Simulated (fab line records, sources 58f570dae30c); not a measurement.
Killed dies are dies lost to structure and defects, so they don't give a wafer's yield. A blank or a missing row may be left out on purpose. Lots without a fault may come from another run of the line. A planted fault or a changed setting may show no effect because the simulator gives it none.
One fault seen from 2 desks | flow berkeley_cmos170 | each desk has only its own numbers; what lay behind them comes last

THE TOOL OWNER'S DESK: implanter-04
The tool's own readings at UCB170_NVT_IMPLANT_07: means of the sampled wafers that have a number, for each lot that ran on this tool. A lot is out of limits, marked OUT, if its mean lies more than 4 standard deviations from the usual mean; the brackets give that distance.
Columns: A = beam_on_s at UCB170_NVT_IMPLANT_07, usual 10.01 s; B = faraday_current_uA at UCB170_NVT_IMPLANT_07, usual 9.51; C = tilt_deg at UCB170_NVT_IMPLANT_07, usual 7.004 degrees
lot  | first seen here | A     | B    | C
L526 | day 6 08:58     | 9.94  | 9.54 | 7.030
L527 | day 6 18:04     | 10.11 | 9.42 | 7.010
L529 | day 7 03:14     | 9.90  | 9.57 | 6.534 (-25) OUT
L532 | day 7 15:47     | 10.06 | 9.46 | 6.491 (-27) OUT
L544 | day 10 02:04    | 10.19 | 9.32 | 6.998
This desk's finding: out of limits on L529, L532; first on L529, day 7 03:14 (tilt_deg at UCB170_NVT_IMPLANT_07). In limits: L526, L527, L544.

THE METROLOGY DESK
What the gauges read, lot by lot, whatever tool the lot ran on: means of the sampled wafers that have a number. A lot is out of limits, marked OUT, if its mean lies more than 4 standard deviations from the usual mean; the brackets give that distance.
Columns: A = PWELL_OXIDE_THK at UCB170_PWELL_THK_MEAS_03, usual 26.1 nm; B = PWELL_OVL at UCB170_PWELL_OVL_MEAS_13, usual 2 nm; C = cd_nm at UCB170_GATE_CD_MEAS_12, usual 349.0 nm
lot  | first seen here | A    | B   | C
L522 | day 2 23:11     | 26.9 | -0  | 349.3
L526 | day 3 09:19     | 25.8 | 1   | 349.2
L527 | day 3 20:55     | 26.1 | 6   | 348.8
L529 | day 4 09:11     | 27.0 | 3   | 348.0
L532 | day 4 23:22     | 25.9 | 6   | 347.9
L535 | day 5 17:50     | 25.9 | -3  | 348.0
L536 | day 5 17:51     | 25.6 | 6   | 349.5
L537 | day 6 00:16     | 27.3 | -5  | 349.1
L538 | day 6 00:17     | 26.3 | 9   | 348.6
L540 | day 6 09:38     | 26.1 | 2   | 347.6
L543 | day 7 02:04     | 24.7 | -10 | 350.2
L544 | day 7 06:41     | 26.7 | 7   | 349.4
L545 | day 7 12:31     | 26.5 | -3  | 349.7
This desk's finding: nothing out of limits on any of the 13 lots.

PUT TOGETHER
The tool owner's desk could have raised an alarm at day 7 03:14, on L529, L532.
The metrology desk saw nothing out of limits.
The metrology desk has L529, L532 on record, within its limits.
Of the lots named, all ran UCB170_NVT_IMPLANT_07 on implanter-04.

WHAT THE SIMULATOR HAD PUT IN
Process parameter drift: implanter-04, from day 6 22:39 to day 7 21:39, at UCB170_NVT_IMPLANT_07. Setting tilt_deg, moved by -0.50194, from 7. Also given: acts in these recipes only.
Lots struck among those shown: L529, L532.
Hours from the fault's start to each desk's first reading out of limits: the tool owner's desk, 5.
